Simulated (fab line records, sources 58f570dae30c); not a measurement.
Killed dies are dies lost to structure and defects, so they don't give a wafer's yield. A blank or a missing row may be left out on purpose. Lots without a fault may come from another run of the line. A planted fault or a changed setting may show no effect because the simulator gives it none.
fab line records | flow berkeley_cmos170 | part 2 of 2: steps 25 to 33 of 33
record lots=5 wafers=15 last_day=10
route steps=331 shown M1@242 V1@254 M2@271
lots that met no fault: from a run of the same line without faults
start_h: hours from the record's first day to the start of the lot's first wafer shown | wait_h: hours since the lot's step before | " the same as in the row above | L1.1+2: a row that stands for several wafers | - no value, or no start given | * or withheld: withheld | < > ~ a bound
route shown NAME@n: a module of which the file shows steps, and the number in the route of the first | usual: mean/standard deviation of fault-free wafers | same: alike in all rows | chamber/n: place in a boat | sites: the reading at each site | _std_site: their standard deviation | _edge_site: outer sites' mean less inner sites' | radius_mm: how far each site lies from the wafer's centre | mask NAME#n: copy n | behind: the tool/chamber that last shaped the wafer | hold: why the lot was held/for how many hours/how that ended | device: the transistor (n, p or np) that didn't switch | end of line: the same wafers' tests at the end of the route | a step without rows: its recipe alone | killed: dies lost to structure and defects at the first sort, not the wafer's yield | map: a wafer's dies, x killed, . not, _ none there
set.NAME: the setting as run; set.NAME@STEP: as run at that earlier step | model.NAME: the simulator's own value behind a step, which no gauge read
lots at some steps of the route; a table a step, a row a wafer
services: from which hour (start_h, from the record's first day; less than 0 if before it) a tool's chamber was out of use, for how many hours, and why
## steps
# step UCB170_V1_CD_MEAS_12
# recipe target_cd_nm=700
# usual cd_nm=700.2/1.4
# columns lot.wafer tool chamber start_h wait_h cd_nm
L076.1 cd_sem-02 - 171.24 - 701.6
L076.2 " - " " 702.3
L076.3 " - " " 703.0
L079.2 cd_sem-01 - 180.45 - 699.9
L079.5 " - " " 698.6
L079.6 " - " " 699.0
L087.2 cd_sem-01 - 220.64 - 701.0
L087.3 " - " " 701.0
L087.5 " - " " 700.8
L091.3 cd_sem-01 - 239.70 - 699.0
L091.5 " - " " 698.2
L091.6 " - " " 698.4
L090.3 cd_sem-02 - 239.85 - 699.5
L090.4 " - " " 699.7
L090.6 " - " " 699.3
# step UCB170_V1_OVL_MEAS_13
# usual V1_OVL=-2/5.6
# columns lot.wafer tool chamber start_h wait_h V1_OVL[nm]
L076.1 overlay-01 - 171.36 0.1 -2
L076.2 " - " " 3
L076.3 " - " " 5
L079.2 overlay-02 - 180.55 0.1 2
L079.5 " - " " 3
L079.6 " - " " 0
L087.2 overlay-02 - 220.75 0.1 -3
L087.3 " - " " -3
L087.5 " - " " 3
L091.3 overlay-01 - 239.79 0.1 -5
L091.5 " - " " -4
L091.6 " - " " -4
L090.3 overlay-01 - 239.94 0.1 -6
L090.4 " - " " -12
L090.6 " - " " 5
# step UCB170_V1_ETCH_14
# recipe chemistry=CHF3/CF4/Ar target=SiO2 stop_on=Al CHF3_flow_sccm=45 cf4_flow_sccm=15 Ar_flow_sccm=150 pressure_mtorr=200 rf_w=700 target_depth_a=12500 over_etch_frac=0.25 time_s=291
# usual drypump_motor_current_A=5.5/0.46 oes_product_au=0.877/0.018 rf_fwd_power_W=698.3/2.3 throttle_valve_pct=6.97/0.1
# same over_etch_frac=0.25
# columns lot.wafer tool chamber start_h wait_h drypump_motor_current_A oes_product_au rf_fwd_power_W rf_hours_counter_h throttle_valve_pct
L076.1 rie_diel-02 2 171.40 0.0 5.5 0.861 698.5 98 6.96
L076.2 " 1 " " 5.0 0.868 699.2 76 7.08
L076.3 " 3 " " 5.3 0.865 698.7 34 7.03
L079.2 rie_diel-04 2 180.58 0.0 5.7 0.901 699.6 73 7.11
L079.5 " 0 " " 4.9 0.881 697.0 - 6.93
L079.6 " 1 " " 4.8 0.840 700.1 - 7.05
L087.2 rie_diel-04 0 220.78 0.0 5.0 0.882 703.7 121 6.92
L087.3 " 3 " " 6.4 0.870 696.4 107 6.98
L087.5 " 1 " " 4.8 0.840 697.4 - 7.04
L091.3 rie_diel-01 3 239.81 0.0 5.7 0.888 695.5 55 6.98
L091.5 " 1 " " 5.7 0.877 697.6 - 6.80
L091.6 " 0 " " 5.2 0.882 697.6 - 6.73
L090.3 rie_diel-04 1 239.96 0.0 4.8 0.841 700.7 17 7.04
L090.4 " 3 " " 6.4 0.870 696.7 108 6.97
L090.6 " 1 " " 4.8 0.845 701.1 - 7.03
# step UCB170_V1_STRIP_15
# recipe chemistry=O2 power_w=400 pressure_mtorr=3500 platen_temp_c=withheld o2_flow_sccm=400 overash_fraction=0.5
# usual drypump_motor_current_A=5.7/0.49 oes_product_au=0.722/0.0044 strip_time_to_endpoint_s=15.28/0.12
# columns lot.wafer tool chamber start_h wait_h drypump_motor_current_A oes_product_au rf_hours_counter_h strip_time_to_endpoint_s
L076.1 plasma_asher-03 0 171.58 0.1 5.6 0.724 48 15.26
L076.2 " 1 " " 6.4 0.722 48 15.44
L076.3 " 1 " " 6.3 0.723 - 15.53
L079.2 plasma_asher-01 0 180.76 0.1 5.5 0.721 43 15.22
L079.5 " 1 " " 6.3 0.717 - 15.29
L079.6 " 0 " " 5.5 0.719 - 15.36
L087.2 plasma_asher-03 0 220.96 0.1 5.6 0.724 54 15.28
L087.3 " 0 " " 5.6 0.717 - 15.15
L087.5 " 0 " " 5.6 0.719 - 15.29
L091.3 plasma_asher-04 1 240.02 0.1 5.0 0.719 - 15.12
L091.5 " 1 " " 5.0 0.713 - 15.30
L091.6 " 0 " " 5.4 0.725 - 15.33
L090.3 plasma_asher-04 1 240.17 0.1 5.0 0.722 - 15.40
L090.4 " 0 " " 5.4 0.720 - 15.22
L090.6 " 1 " " 5.0 0.719 - 15.36
# step UCB170_V1_CD_MEAS_90
# recipe target_cd_nm=700
# usual cd_nm=700.4/1.5
# columns lot.wafer tool chamber start_h wait_h cd_nm
L076.1 cd_sem-02 - 171.68 0.1 702.4
L076.2 " - " " 703.7
L076.3 " - " " 703.1
L079.2 cd_sem-02 - 180.88 0.1 700.0
L079.5 " - " " 698.4
L079.6 " - " " 698.6
L087.2 cd_sem-01 - 221.08 0.1 701.3
L087.3 " - " " 702.4
L087.5 " - " " 700.3
L091.3 cd_sem-01 - 240.13 0.1 699.1
L091.5 " - " " 697.7
L091.6 " - " " 699.2
L090.3 cd_sem-02 - 240.28 0.1 699.6
L090.4 " - " " 701.5
L090.6 " - " " 699.6
# step UCB170_M2_PRE_CLEAN_00
# recipe gas=Ar preclean_etch_time_s=60
# columns lot.wafer tool chamber start_h wait_h
L076.1+2+3 pvd_sputter-04 - 171.80 0.1
L079.2+5+6 pvd_sputter-01 - 180.98 0.1
L087.2+3+5 pvd_sputter-01 - 221.18 0.1
L091.3+5+6 pvd_sputter-01 - 240.21 0.1
L090.3+4+6 pvd_sputter-03 - 240.36 0.1
# step UCB170_M2_SPUTTER_01
# recipe material=Al target_thk_nm=900 time_s=120 power_w=6000 chamber_pressure_pa=0.5
# usual throttle_valve_pct=29.8/0.75
# columns lot.wafer tool chamber start_h wait_h throttle_valve_pct
L076.1 pvd_sputter-04 - 171.86 0.0 29.9
L076.2 " - " " 29.0
L076.3 " - " " 30.0
L079.2 pvd_sputter-01 - 181.05 0.0 31.0
L079.5 " - " " 30.7
L079.6 " - " " 31.3
L087.2 pvd_sputter-01 - 221.24 0.0 29.6
L087.3 " - " " 30.8
L087.5 " - " " 31.0
L091.3 pvd_sputter-01 - 240.28 0.0 30.7
L091.5 " - " " 30.7
L091.6 " - " " 31.0
L090.3 pvd_sputter-03 - 240.43 0.0 29.8
L090.4 " - " " 29.5
L090.6 " - " " 28.5
# step UCB170_M2_RS_MEAS_02
# recipe thk_meas_gauge=four-point-probe reads=Al_of_M2_SPUTTER_01
# usual M2_AL_RS=0.0323/0.00041
# columns lot.wafer tool chamber start_h wait_h M2_AL_RS[ohm/sq]
L076.1 film_metro-01 - 171.95 0.0 0.0321
L076.2 " - " " 0.0321
L076.3 " - " " 0.0322
L079.2 film_metro-03 - 181.15 0.1 0.0323
L079.5 " - " " 0.0325
L079.6 " - " " 0.0323
L087.2 film_metro-01 - 221.35 0.1 0.0318
L087.3 " - " " 0.0319
L087.5 " - " " 0.0324
L091.3 film_metro-01 - 240.40 0.1 0.0319
L091.5 " - " " 0.0320
L091.6 " - " " 0.0324
L090.3 film_metro-04 - 240.56 0.1 0.0328
L090.4 " - " " 0.0328
L090.6 " - " " 0.0323
# step UCB170_M2_THK_MEAS_03
# recipe thk_meas_gauge=xrf reads=Al_of_M2_SPUTTER_01
# usual M2_AL_THK=902/12
# columns lot.wafer tool chamber start_h wait_h M2_AL_THK[nm]
L076.1 film_metro-01 - 172.07 0.1 905
L076.2 " - " " 914
L076.3 " - " " 907
L079.2 film_metro-03 - 181.26 0.1 900
L079.5 " - " " 899
L079.6 " - " " 904
L087.2 film_metro-01 - 221.46 0.1 917
L087.3 " - " " 920
L087.5 " - " " 904
L091.3 film_metro-01 - 240.50 0.1 915
L091.5 " - " " 910
L091.6 " - " " 891
L090.3 film_metro-04 - 240.66 0.1 886
L090.4 " - " " 883
L090.6 " - " " 899
## services
# columns tool chamber start_h hours kind
pecvd-02 - 136.28 4.8 repair
rie_metal-02 - 140.98 28.1 pm
rie_diel-01 0 142.40 44.4 repair
plasma_asher-01 - 148.06 14.6 pm
plasma_asher-04 - 150.25 2.8 pm
rie_metal-04 - 150.98 0.6 repair
rie_diel-01 - 152.03 4.4 repair
rie_diel-01 - 156.83 0.5 repair
krf_scanner-02 - 160.50 0.8 pm
krf_scanner-02 - 162.22 7.2 pm
plasma_asher-04 - 164.85 29.1 pm
krf_scanner-01 - 171.72 1.0 pm
rie_diel-03 - 185.31 2.1 repair
pvd_sputter-03 - 185.83 0.5 repair
pecvd-02 1 203.74 13.8 repair
krf_scanner-02 - 205.99 11.6 pm
rie_metal-02 - 213.22 1.3 repair
rie_diel-03 2 215.00 13.8 repair
plasma_asher-02 - 217.50 15.6 pm
rie_metal-02 - 223.08 0.2 repair
krf_scanner-02 - 225.71 1.0 pm
pecvd-02 - 228.85 2.8 pm
cmp-01 - 232.00 4.0 pm
krf_scanner-02 - 233.22 1.3 pm
